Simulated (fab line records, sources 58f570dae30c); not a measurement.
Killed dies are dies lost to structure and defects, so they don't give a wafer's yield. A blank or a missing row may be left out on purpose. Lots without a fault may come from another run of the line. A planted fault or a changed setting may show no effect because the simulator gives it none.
Which tool did it? | flow berkeley_cmos170 | 15 lots, 45 wafers sampled, at 4 steps of a route of 331

WHAT THE GAUGES READ, wafer by wafer
UCB170_FIELD_THK_MEAS_02.
lot  | measured    | on            | FIELD_OXIDE_THK (nm)
L291 | day 4 09:08 | film_metro-01 | 555 547 544
L290 | day 4 09:09 | film_metro-03 | 555 553 562
L293 | day 5 02:24 | film_metro-04 | 550 549 542
L295 | day 5 07:04 | film_metro-03 | 568 566 561
L294 | day 5 07:05 | film_metro-01 | 554 560 559
L298 | day 6 09:30 | film_metro-04 | 553 545 549
L301 | day 6 22:47 | film_metro-01 | 564 572 568
L303 | day 7 12:34 | film_metro-04 | 564 573 567
L305 | day 7 20:25 | film_metro-01 | 543 545 552
L306 | day 7 20:25 | film_metro-04 | 559 554 547
L307 | day 8 06:05 | film_metro-01 | 556 562 562
L308 | day 8 12:55 | film_metro-01 | 584 586 589
L311 | day 9 04:33 | film_metro-04 | 553 550 556
L312 | day 9 04:34 | film_metro-01 | 564 561 575
L313 | day 9 11:31 | film_metro-01 | 551 557 561

UCB170_SCREENOX_THK_MEAS_02.
lot  | measured     | on            | SCREENOX_OXIDE_THK (nm)
L291 | day 5 04:07  | film_metro-04 | 22.7 22.9 22.8
L290 | day 5 01:06  | film_metro-04 | 14.2 14.3 14.1
L293 | day 5 17:58  | film_metro-02 | 14.6 14.7 14.6
L295 | day 5 22:23  | film_metro-03 | 14.3 14.5 14.4
L294 | day 6 01:40  | film_metro-02 | 24.0 23.6 23.5
L298 | day 7 01:49  | film_metro-03 | 14.4 14.5 14.6
L301 | day 7 18:59  | film_metro-04 | 21.9 21.9 21.7
L303 | day 8 06:46  | film_metro-03 | 14.4 14.3 14.2
L305 | day 8 13:08  | film_metro-02 | 14.8 14.8 14.8
L306 | day 8 13:08  | film_metro-04 | 14.9 15.0 15.0
L307 | day 8 22:38  | film_metro-03 | 14.0 14.4 14.1
L308 | day 9 04:40  | film_metro-03 | 14.8 14.7 14.5
L311 | day 9 19:40  | film_metro-03 | 14.6 14.6 14.9
L312 | day 9 19:41  | film_metro-02 | 14.7 14.6 14.9
L313 | day 10 01:42 | film_metro-03 | 14.7 14.8 14.8

WHICH TOOL RAN EACH LOT (tool, then ch and the chambers of the sampled wafers, then the start)
lot  | UCB170_PWELL_ETCH_14              | UCB170_SCREENOX_OXIDATION_01
L291 | rie_diel-01 ch 0,1,3, day 2 22:19 | furnace-02 ch 0, day 4 23:25
L290 | rie_diel-04 ch 0,1,2, day 2 22:34 | furnace-02 ch 0, day 4 23:25
L293 | rie_diel-01 ch 1,3, day 3 15:06   | furnace-01 ch 0, day 5 16:19
L295 | rie_diel-01 ch 0,1,3, day 3 22:39 | furnace-02 ch 0, day 5 20:43
L294 | rie_diel-02 ch 2,3, day 3 22:42   | furnace-02 ch 0, day 5 20:43
L298 | rie_diel-04 ch 1,3, day 4 19:50   | furnace-03 ch 0, day 7 00:07
L301 | rie_diel-02 ch 0,3, day 5 10:15   | furnace-01 ch 0, day 7 15:13 and furnace-03 ch 0, day 7 17:19
L303 | rie_diel-01 ch 0,2, day 5 19:52   | furnace-02 ch 0, day 8 05:06
L305 | rie_diel-01 ch 0,2,3, day 6 05:52 | furnace-01 ch 0, day 8 11:28
L306 | rie_diel-01 ch 0,1, day 6 08:13   | furnace-01 ch 0, day 8 11:28
L307 | rie_diel-02 ch 0,1,3, day 6 15:23 | furnace-02 ch 0, day 8 20:58
L308 | rie_diel-02 ch 0,3, day 6 21:36   | furnace-01 ch 0, day 9 02:58
L311 | rie_diel-04 ch 2,3, day 7 15:10   | furnace-01 ch 0, day 9 18:01
L312 | rie_diel-02 ch 1,2,3, day 7 15:28 | furnace-01 ch 0, day 9 18:01
L313 | rie_diel-01 ch 0,1, day 8 02:02   | furnace-01 ch 0, day 10 00:01
- UCB170_PWELL_ETCH_14: etches Si3N4 in CH3F/Ar/O2, stops on SiO2, target depth 242 nm, time 151 s.
- UCB170_SCREENOX_OXIDATION_01: target thk 14.4 nm, ox time 2400 s.

WHAT THE TOOLS THEMSELVES READ (means of the sampled wafers that have a number; where no wafer has one, the mark that the record gives instead)
UCB170_PWELL_ETCH_14.
lot  | tool        | CH3F_flow_sccm (sccm) | drypump_motor_current_A (A) | oes_product_au (a.u.) | throttle_valve_pct (%)
L291 | rie_diel-01 | 20.03                 | 5.6                         | 0.936                 | 7.96
L290 | rie_diel-04 | 19.99                 | 5.8                         | 0.930                 | 8.09
L293 | rie_diel-01 | 19.95                 | 5.5                         | 0.952                 | 7.95
L295 | rie_diel-01 | 20.02                 | 5.6                         | 0.940                 | 7.95
L294 | rie_diel-02 | 19.97                 | 5.9                         | 0.935                 | 7.92
L298 | rie_diel-04 | 20.03                 | 5.6                         | 0.929                 | 8.10
L301 | rie_diel-02 | 19.91                 | 5.6                         | 0.921                 | 8.10
L303 | rie_diel-01 | 20.08                 | 5.8                         | 0.937                 | 7.95
L305 | rie_diel-01 | 20.02                 | 5.9                         | 0.947                 | 7.88
L306 | rie_diel-01 | 20.06                 | 5.4                         | 0.913                 | 8.01
L307 | rie_diel-02 | 20.00                 | 5.5                         | 0.924                 | 7.96
L308 | rie_diel-02 | 19.99                 | 5.6                         | 0.916                 | 8.10
L311 | rie_diel-04 | 20.00                 | 5.4                         | 0.933                 | 8.16
L312 | rie_diel-02 | 20.04                 | 5.8                         | 0.933                 | 7.91
L313 | rie_diel-01 | 19.98                 | 5.4                         | 0.929                 | 8.02

UCB170_SCREENOX_OXIDATION_01.
lot  | tool                  | zone_power_load_pct (%)
L291 | furnace-02            | 22.6
L290 | furnace-02            | 22.6
L293 | furnace-01            | 28.3
L295 | furnace-02            | 22.6
L294 | furnace-02            | 22.8
L298 | furnace-03            | 25.8
L301 | furnace-01/furnace-03 | 26.9
L303 | furnace-02            | 22.7
L305 | furnace-01            | 28.5
L306 | furnace-01            | 28.1
L307 | furnace-02            | 22.7
L308 | furnace-01            | 28.3
L311 | furnace-01            | 28.5
L312 | furnace-01            | 28.5
L313 | furnace-01            | 28.2

THE ANSWER, worked out from the rows above alone
Rule: what is usual is taken from the lots themselves. Put in order of their means at a reading, lots are off if they are a third of the lots or fewer, leave a main group of 4 or more, and stand apart from it by a gap of 3 or more times the standard deviation of the main group's means; of several such gaps the widest counts. A main group whose means are all the same, to the digits that the tables above print for the reading, isn't used. A lot without any number at a reading at which 4 lots or more have one is off too. The other lots that the step has rows for count as sound. The gauges are gone through in route order, then the tools' own readings, and for those a lot's mean is taken as printed above. The first step at which some lot is off is used, and at that step the reading that is off furthest; a lot without a number counts as furthest.
Off: L291, L294, L301, at UCB170_SCREENOX_THK_MEAS_02 (SCREENOX_OXIDE_THK). The main group: mean 14.6 nm, standard deviation 0.24.
A tool fits if, at a process step before that reading, it ran every lot that is off, and no sound lot after the first of them. The gauges at UCB170_SCREENOX_THK_MEAS_02 are tried like those tools. None of those tried fits.

WHAT THE SIMULATOR HAD PUT IN
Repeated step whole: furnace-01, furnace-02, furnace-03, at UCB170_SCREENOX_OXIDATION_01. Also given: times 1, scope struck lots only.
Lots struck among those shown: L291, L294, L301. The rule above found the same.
